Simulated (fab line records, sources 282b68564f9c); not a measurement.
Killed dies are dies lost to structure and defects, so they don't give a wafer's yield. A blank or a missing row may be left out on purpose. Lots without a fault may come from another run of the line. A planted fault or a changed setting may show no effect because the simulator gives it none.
fab line records | flow rit_cmos
record lots=14 wafers=42 last_day=8
route steps=202 shown PWELL@48 NLDD@111 NSD@140 PSD@148 M1@202
lots that met no fault: from a run of the same line without faults
start_h: hours from the record's first day to the start of the lot's first wafer shown | wait_h: hours since the lot's step before | " the same as in the row above | L1.1+2: a row that stands for several wafers | - no value, or no start given | * or withheld: withheld | < > ~ a bound
route shown NAME@n: a module of which the file shows steps, and the number in the route of the first | usual: mean/standard deviation of fault-free wafers | same: alike in all rows | chamber/n: place in a boat | sites: the reading at each site | _std_site: their standard deviation | _edge_site: outer sites' mean less inner sites' | radius_mm: how far each site lies from the wafer's centre | mask NAME#n: copy n | behind: the tool/chamber that last shaped the wafer | hold: why the lot was held/for how many hours/how that ended | device: the transistor (n, p or np) that didn't switch | end of line: the same wafers' tests at the end of the route | a step without rows: its recipe alone | killed: dies lost to structure and defects at the first sort, not the wafer's yield | map: a wafer's dies, x killed, . not, _ none there
set.NAME: the setting as run; set.NAME@STEP: as run at that earlier step | model.NAME: the simulator's own value behind a step, which no gauge read
steps of the route over a sample of lots; a table a step, a row a wafer
services: from which hour (start_h, from the record's first day; less than 0 if before it) a tool's chamber was out of use, for how many hours, and why
## steps
# step RIT_PWELL_STRIP_09
# recipe chemistry=O2 time_s=180 resist=NOVOLAK platen_temp_c=withheld power_w=500 pressure_mtorr=4000 o2_flow_sccm=4000
# usual drypump_motor_current_A=5.8/0.54
# columns lot.wafer tool chamber start_h wait_h drypump_motor_current_A rf_hours_counter_h
L855.1 plasma_asher-03 1 25.18 0.1 5.2 38
L855.2 " 0 " " 6.0 38
L855.4 " 0 " " 6.0 -
L858.1 plasma_asher-02 1 38.98 0.1 5.1 41
L858.4 " 0 " " 6.5 -
L858.6 " 1 " " 5.1 -
L860.4 plasma_asher-03 0 51.55 0.1 6.0 -
L860.5 " 0 " " 6.0 -
L860.6 " 1 " " 5.2 -
L861.1 plasma_asher-02 1 54.39 0.1 5.1 43
L861.3 " 1 " " 5.1 -
L861.5 " 0 " " 6.6 -
L862.1 plasma_asher-03 1 60.33 0.1 5.2 41
L862.3 " 1 " " 5.2 -
L862.4 " 0 " " 6.0 -
L863.4 plasma_asher-02 1 65.63 0.1 5.1 -
L863.5 " 1 " " 5.1 -
L863.6 " 0 " " 6.5 -
L865.2 plasma_asher-03 0 73.43 0.1 6.0 43
L865.4 " 0 " " 6.0 -
L865.5 " 0 " " 6.0 -
L866.1 plasma_asher-03 1 78.50 0.1 5.2 43
L866.3 " 1 " " 5.2 -
L866.5 " 1 " " 5.2 -
L867.3 plasma_asher-02 0 86.88 0.1 6.5 -
L867.5 " 1 " " 5.1 -
L867.6 " 0 " " 6.5 -
L868.1 plasma_asher-03 1 90.64 0.1 5.2 44
L868.3 " 1 " " 5.2 -
L868.6 " 0 " " 6.0 -
L869.2 plasma_asher-01 0 95.74 0.1 5.6 26
L869.3 " 0 " " 5.6 -
L869.4 " 1 " " 6.1 -
L871.1 plasma_asher-02 0 105.17 0.1 6.5 48
L871.2 " 1 " " 5.2 48
L871.3 " 0 " " 6.5 -
L877.1 plasma_asher-03 0 132.84 0.1 6.0 49
L877.3 " 0 " " 6.0 -
L877.6 " 0 " " 6.0 -
L878.1 plasma_asher-03 0 140.64 0.1 6.0 50
L878.2 " 1 " " 5.2 50
L878.3 " 1 " " 5.2 -
# step RIT_NLDD_IMPLANT_08
# recipe species=P energy_kev=20 dose_cm2=5e+14 tilt_deg=7
# usual beam_energy_keV=20.000/0.0062 faraday_current_uA=1574/30
# columns lot.wafer tool chamber start_h wait_h beam_energy_keV faraday_current_uA
L855.1 implanter-04 0 48.31 0.1 20.008 1591
L855.2 " 0 " " 20.007 1605
L855.4 " 0 " " 20.008 1549
L858.1 implanter-02 0 59.11 0.1 20.013 1553
L858.4 " 0 " " 20.000 1551
L858.6 " 0 " " 20.002 1532
L860.4 implanter-03 0 71.49 0.1 20.001 1571
L860.5 " 0 " " 19.997 1608
L860.6 " 0 " " 20.001 1544
L861.1 implanter-04 0 78.34 0.1 19.999 1583
L861.3 " 0 " " 20.006 1588
L861.5 " 0 " " 19.997 1605
L862.1 implanter-02 0 82.73 0.1 19.996 1544
L862.3 " 0 " " 19.999 1571
L862.4 " 0 " " 20.003 1532
L863.4 implanter-04 0 90.45 0.1 19.998 1572
L863.5 " 0 " " 19.995 1571
L863.6 " 0 " " 20.005 1579
L865.2 implanter-04 0 96.05 0.1 19.995 1569
L865.4 " 0 " " 20.005 1655
L865.5 " 0 " " 20.001 1588
L866.1 implanter-02 0 100.35 0.1 20.008 1520
L866.3 " 0 " " 20.004 1585
L866.5 " 0 " " 20.016 1533
L867.3 implanter-02 0 107.71 0.1 19.987 1543
L867.5 " 0 " " 19.999 1559
L867.6 " 0 " " 19.994 1596
L868.1 implanter-04 0 111.46 0.1 19.998 1565
L868.3 " 0 " " 20.007 1557
L868.6 " 0 " " 20.003 1612
L869.2 implanter-04 0 117.46 0.1 20.005 1550
L869.3 " 0 " " 19.991 1614
L869.4 " 0 " " 19.994 1547
L871.1 implanter-02 0 125.02 0.1 20.001 1563
L871.2 " 0 " " 19.998 1626
L871.3 " 0 " " 20.001 1576
L877.1 implanter-02 0 167.27 0.1 19.516 1574
L877.3 " 0 " " 19.512 1555
L877.6 " 0 " " 19.510 1589
L878.1 implanter-02 0 172.09 0.1 19.517 1581
L878.2 " 0 " " 19.508 1515
L878.3 " 0 " " 19.521 1595
# step RIT_NSD_STRIP_09
# recipe chemistry=O2 time_s=180 resist=NOVOLAK platen_temp_c=withheld power_w=500 pressure_mtorr=4000 o2_flow_sccm=4000
# usual drypump_motor_current_A=5.7/0.37
# columns lot.wafer tool chamber start_h wait_h drypump_motor_current_A rf_hours_counter_h
L855.1 plasma_asher-03 1 54.24 0.1 5.2 41
L855.2 " 0 " " 6.0 41
L855.4 " 0 " " 6.0 -
L858.1 plasma_asher-01 1 64.59 0.1 6.1 23
L858.4 " 1 " " 6.1 -
L858.6 " 0 " " 5.6 -
L860.4 plasma_asher-04 0 77.23 0.1 5.7 -
L860.5 " 1 " " 5.1 -
L860.6 " 0 " " 5.7 -
L861.1 plasma_asher-01 1 83.96 0.1 6.1 24
L861.3 " 1 " " 6.1 -
L861.5 " 1 " " 6.2 -
L862.1 plasma_asher-04 1 89.43 0.1 5.1 47
L862.3 " 0 " " 5.7 -
L862.4 " 1 " " 5.1 -
L863.4 plasma_asher-03 1 96.06 0.1 5.2 -
L863.5 " 0 " " 6.0 -
L863.6 " 1 " " 5.2 -
L865.2 plasma_asher-04 0 101.78 0.1 5.7 48
L865.4 " 1 " " 5.1 -
L865.5 " 0 " " 5.7 -
L866.1 plasma_asher-03 1 106.18 0.1 5.2 46
L866.3 " 0 " " 6.0 -
L866.5 " 1 " " 5.2 -
L867.3 plasma_asher-03 0 113.39 0.1 6.0 -
L867.5 " 0 " " 6.0 -
L867.6 " 1 " " 5.2 -
L868.1 plasma_asher-04 0 117.95 0.1 5.7 0
L868.3 " 0 " " 5.7 -
L868.6 " 1 " " 5.1 -
L869.2 plasma_asher-03 0 124.86 0.1 6.0 48
L869.3 " 0 " " 6.0 -
L869.4 " 1 " " 5.2 -
L871.1 plasma_asher-04 1 132.67 0.1 5.1 2
L871.2 " 0 " " 5.7 2
L871.3 " 0 " " 5.7 -
L877.1 plasma_asher-01 0 172.76 0.1 5.6 33
L877.3 " 0 " " 5.6 -
L877.6 " 1 " " 6.1 -
L878.1 plasma_asher-01 1 177.81 0.1 6.1 33
L878.2 " 0 " " 5.6 33
L878.3 " 1 " " 6.1 -
# step RIT_PSD_OVL_MEAS_06
# usual PSD_OVL=0.0/1.5
# columns lot.wafer tool chamber start_h wait_h PSD_OVL[nm]
L855.1 overlay-01 - 55.32 - 2.8
L855.2 " - " " 2.1
L855.4 " - " " 2.8
L858.1 overlay-02 - 65.85 - 0.0
L858.4 " - " " -0.4
L858.6 " - " " -0.5
L860.4 overlay-01 - 78.37 - 3.0
L860.5 " - " " 1.2
L860.6 " - " " 2.1
L861.1 overlay-01 - 85.17 - -1.4
L861.3 " - " " -1.4
L861.5 " - " " -0.9
L862.1 overlay-01 - 90.65 - 1.6
L862.3 " - " " 0.9
L862.4 " - " " 1.9
L863.4 overlay-01 - 97.23 - -0.7
L863.5 " - " " -0.4
L863.6 " - " " -0.1
L865.2 overlay-01 - 103.12 - -1.7
L865.4 " - " " -1.3
L865.5 " - " " 0.1
L866.1 overlay-02 - 107.34 - -2.6
L866.3 " - " " -2.1
L866.5 " - " " -3.5
L867.3 overlay-01 - 114.43 - -2.4
L867.5 " - " " -2.3
L867.6 " - " " -1.3
L868.1 overlay-01 - 119.16 - -0.8
L868.3 " - " " -0.5
L868.6 " - " " -1.9
L869.2 overlay-01 - 126.07 - -0.3
L869.3 " - " " -0.8
L869.4 " - " " -0.6
L871.1 overlay-02 - 133.75 - 1.0
L871.2 " - " " 1.4
L871.3 " - " " 0.7
L877.1 overlay-01 - 173.97 - -0.2
L877.3 " - " " -1.4
L877.6 " - " " -0.9
L878.1 overlay-01 - 178.89 - -0.2
L878.2 " - " " -1.9
L878.3 " - " " -2.0
# step RIT_M1_PROBE_99
# usual killed_at_contacts=0.1/0.23 killed_at_front_end=7/3 killed_dies=7/3 killed_open=3.3/1.8 killed_short=3.3/2.2
# same gross_dies=264 killed_at_M0_to_M3=0 killed_at_M4_up=0 killed_at_back_side=0 killed_at_other=0
# columns lot.wafer tool chamber start_h wait_h killed_at_contacts killed_at_front_end killed_dies killed_open killed_short
L855.1 prober-01 - 63.70 0.1 0 4 4 4 0
L855.2 prober-01 - 63.75 0.1 0 3 3 0 3
L855.4 prober-01 - 63.85 0.2 0 4 4 2 2
L863.4 prober-02 - 106.04 0.2 0 7 7 3 4
L863.5 prober-02 - 106.09 0.2 0 9 9 4 5
L863.6 prober-02 - 106.14 0.2 0 5 5 2 3
L867.3 prober-02 - 123.02 0.2 0 8 8 6 2
L867.5 prober-02 - 123.12 0.2 0 4 4 2 2
L867.6 prober-02 - 123.17 0.2 0 7 7 4 3
L868.1 prober-01 - 129.93 0.1 0 7 7 1 6
L868.3 prober-01 - 130.03 0.2 0 7 7 5 2
L868.6 prober-01 - 130.18 0.2 0 10 10 2 8
L871.1 prober-02 - 142.15 0.1 1 6 7 2 5
L871.2 prober-02 - 142.20 0.1 0 12 12 9 3
L871.3 prober-02 - 142.25 0.2 0 4 4 2 2
L877.1 prober-01 - 182.90 0.1 0 10 10 5 5
L877.3 prober-01 - 183.00 0.2 0 7 7 2 5
L877.6 prober-01 - 183.15 0.2 0 9 9 7 2
# killed by level:class
L855.1 SILICIDE:geometric_particle:open=2 FOX1:geometric_particle:open=1 SPACER:geometric_particle:open=1
L855.2 SPACER:geometric_particle:short=2 FOX2:geometric_particle:short=1
L855.4 GATE:geometric_particle:short=1 GATE:geometric_particle:open=1 SPACER:geometric_particle:short=1 SILICIDE:geometric_particle:open=1
L863.4 GATE:geometric_particle:open=3 FOX1:geometric_particle:short=1 GATE:geometric_particle:short=1 SPACER:geometric_particle:short=1 SILICIDE:geometric_particle:short=1
L863.5 GATE:geometric_particle:short=3 FOX1:geometric_particle:open=1 FOX2:geometric_particle:short=1 GATE:geometric_particle:open=1 SPACER:geometric_particle:open=1 SILICIDE:geometric_particle:short=1 SILICIDE:geometric_particle:open=1
L863.6 GATE:geometric_particle:short=2 GATE:geometric_particle:open=2 SPACER:geometric_particle:short=1
L867.3 FOX1:geometric_particle:open=2 SILICIDE:geometric_particle:open=2 FOX1:geometric_particle:short=1 FOX2:geometric_particle:open=1 FOX2:geometric_particle:short=1 GATE:geometric_particle:open=1
L867.5 FOX1:geometric_particle:short=2 FOX2:geometric_particle:open=1 REOX:geometric_particle:open=1
L867.6 GATE:geometric_particle:open=2 FOX1:geometric_particle:short=1 GATE:geometric_particle:short=1 SPACER:geometric_particle:open=1 SILICIDE:geometric_particle:short=1 SILICIDE:geometric_particle:open=1
L868.1 GATE:geometric_particle:short=4 FOX1:geometric_particle:short=1 REOX:geometric_particle:open=1 REOX:geometric_particle:short=1
L868.3 GATE:geometric_particle:open=2 FOX1:geometric_particle:open=1 FOX2:geometric_particle:short=1 GATE:geometric_particle:short=1 SPACER:geometric_particle:open=1 SILICIDE:geometric_particle:open=1
L868.6 GATE:geometric_particle:short=6 GATE:geometric_particle:open=2 FOX1:geometric_particle:short=1 SPACER:geometric_particle:short=1
L871.1 GATE:geometric_particle:short=3 FOX1:geometric_particle:short=2 SILICIDE:geometric_particle:open=1 CONTACT:geometric_particle:open=1
L871.2 FOX1:geometric_particle:open=3 GATE:geometric_particle:open=2 REOX:geometric_particle:open=2 SPACER:geometric_particle:short=2 SPACER:geometric_particle:open=2 SILICIDE:geometric_particle:short=1
L871.3 ACTIVE:geometric_particle:short=1 GATE:geometric_particle:open=1 GATE:geometric_particle:short=1 REOX:geometric_particle:open=1
L877.1 FOX1:geometric_particle:short=2 FOX1:geometric_particle:open=2 REOX:geometric_particle:short=2 FOX2:geometric_particle:open=1 REOX:geometric_particle:open=1 SPACER:geometric_particle:short=1 SILICIDE:geometric_particle:open=1
L877.3 SPACER:geometric_particle:short=3 GATE:geometric_particle:open=2 FOX1:geometric_particle:short=1 GATE:geometric_particle:short=1
L877.6 FOX1:geometric_particle:open=2 SPACER:geometric_particle:open=2 GATE:geometric_particle:open=2 FOX1:geometric_particle:short=1 GATE:geometric_particle:short=1 SILICIDE:geometric_particle:open=1
## services
# columns tool chamber start_h hours kind
implanter-03 - 18.40 1.7 repair
implanter-04 - 37.98 2.9 pm
implanter-04 - 44.98 1.8 repair
implanter-03 - 46.58 2.2 pm
implanter-02 - 57.27 1.4 repair
implanter-02 - 61.55 3.8 repair
implanter-04 - 62.62 6.2 repair
implanter-03 - 89.53 3.3 repair
implanter-03 - 106.42 7.0 repair
plasma_asher-04 - 108.75 9.0 pm
plasma_asher-04 0 108.75 9.0 vent_cycle
plasma_asher-04 1 108.75 9.0 vent_cycle
implanter-02 - 110.98 1.2 repair
plasma_asher-04 0 117.75 - clean
plasma_asher-04 1 117.75 - clean
implanter-04 - 170.35 1.8 repair
## key
first_sign step=RIT_NLDD_IMPLANT_08 reading=beam_energy_keV direction=down sigmas=78 usual=20.000 struck=19.514
effect none on later readings
met_at RIT_NLDD_IMPLANT_08
struck_lots L877,L878
tester_left_out L877,L878
not_acting_at RIT_PWELL_STRIP_09,RIT_NSD_STRIP_09,RIT_PSD_OVL_MEAS_06
onset_between 125.02 167.27
fault kind=process_parameter_drift tool=implanter-02 chamber=- onset_h=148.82 steps=RIT_NLDD_IMPLANT_08 channel=energy_kev offset=-0.48319 shape=step end_h=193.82 acts_in=these_recipes_only stated=20
# tester_left_out: of these lots the tester's yield and bins aren't shown, on N5 and GAA mostly nor the transistor test; their killed dies are dies lost to structure and defects alone, not to doping, threshold or leakage, so they don't give the yield
